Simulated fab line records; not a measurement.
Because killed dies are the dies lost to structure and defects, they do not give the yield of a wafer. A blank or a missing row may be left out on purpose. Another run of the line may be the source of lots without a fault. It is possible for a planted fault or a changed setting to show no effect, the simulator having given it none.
Struck lot and sound lot, side by side :: flow rit-cmos :: 43 steps out of a route of 202
Sound: the wafers L282.1, L282.2, L282.3. Struck: wafers L276.1, L276.5 (left out: L276.2, a lot-mate that was not struck); the cause follows at the end.
For every step that has rows: the tool of each side, followed by ch and its chambers, followed by its first start. Under that, the readings that differ: sound wafers :: struck wafers :: difference of the means :: sigmas: that difference in standard deviations of wafers without a fault.
alike: words and numbers the same on both sides, and readings whose means are apart by under 2 such deviations; not compared: readings that were withheld, readings missing a value for some wafer, numbers with overlapping values and no deviation given by the record, and bounds like >300 which may hide the same value.
Wherever a step has rows on one side only, a row that says differs or no value, or a row with sigmas, the two part there. Numbers that have no deviation but don't overlap get no sigmas and don't part them. A reading missing from all wafers of one side parts the sides only when that side holds two or more wafers.

first, 1 step without rows for these wafers: RIT_SPACER_CVD_03 (deposits Si3N4 from SiH2Cl2/NH3, target thk 250 nm, time 3300 s).
RIT_SPACER_THK_MEAS_04:
  sound on film-metro-03 at day 6 12:28; struck on film-metro-04 at day 5 11:02
  alike: SPACER_NITRIDE_THK
RIT_SPACER_ETCHBACK_05: etches Si3N4 in SF6/CHF3, stops on SiO2, target depth 250 nm, time 240 s.
  sound on rie-diel-03 ch 0,1,2, day 6 12:31; struck on rie-diel-01 ch 0,3, day 5 11:06
  alike: drypump-motor-current-A, oes-product-au, throttle-valve-pct
  not compared: rf-hours-counter-h
then, 6 steps without rows for these wafers: RIT_NSD_HMDS_00 (prime time 60 s); RIT_NSD_COAT_01 (resist thk 1000 nm); RIT_NSD_SOFTBAKE_02 (time 60 s); RIT_NSD_EXPOSE_03 (exposes mask M9, target cd 40700 nm); RIT_NSD_PEB_04; RIT_NSD_DEVELOP_05 (develop time 50 s).
RIT_NSD_OVL_MEAS_06:
  sound on overlay-01 at day 6 13:31; struck on overlay-01 at day 5 12:06
  alike: NSD_OVL
then, 2 steps without rows for these wafers: RIT_NSD_HARDBAKE_07 (time 60 s); RIT_NSD_IMPLANT_08.
RIT_NSD_STRIP_09: strips in O2, time 180 s.
  sound on plasma-asher-01 ch 0,1, day 6 13:52; struck on plasma-asher-04 ch 0, day 5 12:26
  alike: drypump-motor-current-A
  not compared: rf-hours-counter-h
RIT_NSD_TW_MEAS_10:
  sound on film-metro-02 at day 6 14:02; struck on film-metro-01 at day 5 12:37
reading: NSD_TW
sound: 3073 3062 3073
struck: 3135 3119
difference: +58
sigmas: +2
then, 6 steps without rows for these wafers: RIT_PSD_HMDS_00 (prime time 60 s); RIT_PSD_COAT_01 (resist thk 1000 nm); RIT_PSD_SOFTBAKE_02 (time 60 s); RIT_PSD_EXPOSE_03 (exposes mask M10, target cd 40900 nm); RIT_PSD_PEB_04; RIT_PSD_DEVELOP_05 (develop time 50 s).
RIT_PSD_OVL_MEAS_06:
  sound on overlay-01 at day 6 15:07; struck on overlay-02 at day 5 13:36
  alike: PSD_OVL
then, 2 steps without rows for these wafers: RIT_PSD_HARDBAKE_07 (time 60 s); RIT_PSD_IMPLANT_08.
RIT_PSD_STRIP_09: strips in O2, time 180 s.
  sound on plasma-asher-03 ch 0,1, day 6 15:26; struck on plasma-asher-02 ch 0,1, day 5 13:56
  alike: drypump-motor-current-A
  not compared: rf-hours-counter-h
RIT_PSD_TW_MEAS_10:
  sound on film-metro-01 at day 6 15:37; struck on film-metro-01 at day 5 14:07
  alike: PSD_TW
then, 3 steps without rows for these wafers: RIT_SDANNEAL_CLEAN_00 (cleans in SC1, time 600 s); RIT_SDANNEAL_CLEAN_01 (cleans in dHF, time 30 s); RIT_SDANNEAL_CLEAN_02 (cleans in SC2, time 600 s).
RIT_SDANNEAL_RTA_03: time 5 s.
  sound on rtp-anneal-01 ch 0, day 6 16:03; struck on rtp-anneal-01 ch 0, day 5 14:33
  alike: ramp-up-c-per-s, wafer_temp_C_max
RIT_SDANNEAL_RS_MEAS_04: a four-point-probe measurement.
  sound on film-metro-01 at day 6 16:06; struck on film-metro-01 at day 5 14:37
  alike: PSD_RS
RIT_SDANNEAL_RS_MEAS_05: a four-point-probe measurement.
  sound on film-metro-01 at day 6 16:13; struck on film-metro-01 at day 5 14:44
  alike: NSD_RS
RIT_SDANNEAL_RS_MEAS_06: a four-point-probe measurement.
  sound on film-metro-01 at day 6 16:20; struck on film-metro-01 at day 5 14:51
  alike: PLDD_RS
RIT_SDANNEAL_RS_MEAS_07: a four-point-probe measurement.
  sound on film-metro-01 at day 6 16:28; struck on film-metro-01 at day 5 14:58
  alike: NLDD_RS
then, 2 steps without rows for these wafers: RIT_SILICIDE_WET_ETCH_00 (etches SiO2 in BOE, target depth 14 nm, time 15 s); RIT_SILICIDE_SPUTTER_01 (material Ti, target thk 30 nm, time 240 s).
RIT_SILICIDE_RS_MEAS_02: a four-point-probe measurement.
  sound on film-metro-02 at day 6 16:45; struck on film-metro-04 at day 5 15:15
  alike: SILICIDE_TI_RS
RIT_SILICIDE_THK_MEAS_03: measures by xrf.
  sound on film-metro-02 at day 6 16:52; struck on film-metro-04 at day 5 15:22
  alike: SILICIDE_TI_THK
RIT_SILICIDE_RTA_04: time 10 s, ramp up 5 s, ramp down 5 s.
  sound on rtp-anneal-02 ch 0, day 6 16:56; struck on rtp-anneal-02 ch 0, day 5 15:26
  alike: wafer_temp_C_max
then, 1 step without rows for these wafers: RIT_SILICIDE_WET_ETCH_05 (etches Ti in SPM, time 120 s).
RIT_SILICIDE_RTA_06: time 10 s, ramp up 5 s, ramp down 10 s.
  sound on rtp-anneal-01 ch 0, day 6 17:02; struck on rtp-anneal-01 ch 0, day 5 15:33
  alike: wafer_temp_C_max
then, 1 step without rows for these wafers: RIT_CONTACT_CVD_00 (deposits SiO2 from TEOS, target thk 400 nm, time 61 s).
RIT_CONTACT_THK_MEAS_01:
  sound on film-metro-01 at day 6 17:10; struck on film-metro-02 at day 5 15:40
  alike: CONTACT_TEOS_THK
RIT_M1_PROBE_99:
  sound on prober-02 at day 6 23:56; struck on prober-02 at day 5 21:51
reading: killed-at-contacts
sound: 1
struck: 0 0
difference: -1
sigmas: -4

reading: killed-at-front-end
sound: 10
struck: 38 38
difference: +28
sigmas: +10

reading: killed-dies
sound: 11
struck: 38 38
difference: +27
sigmas: +10

reading: killed-on-rim
sound: 3
struck: 7 9
difference: +5
sigmas: +4
  alike: killed-open, killed-short

## WHERE THEY PART
At RIT_NSD_TW_MEAS_10 first; at RIT_M1_PROBE_99 last (within this record only).

WHY: what the simulator had put in
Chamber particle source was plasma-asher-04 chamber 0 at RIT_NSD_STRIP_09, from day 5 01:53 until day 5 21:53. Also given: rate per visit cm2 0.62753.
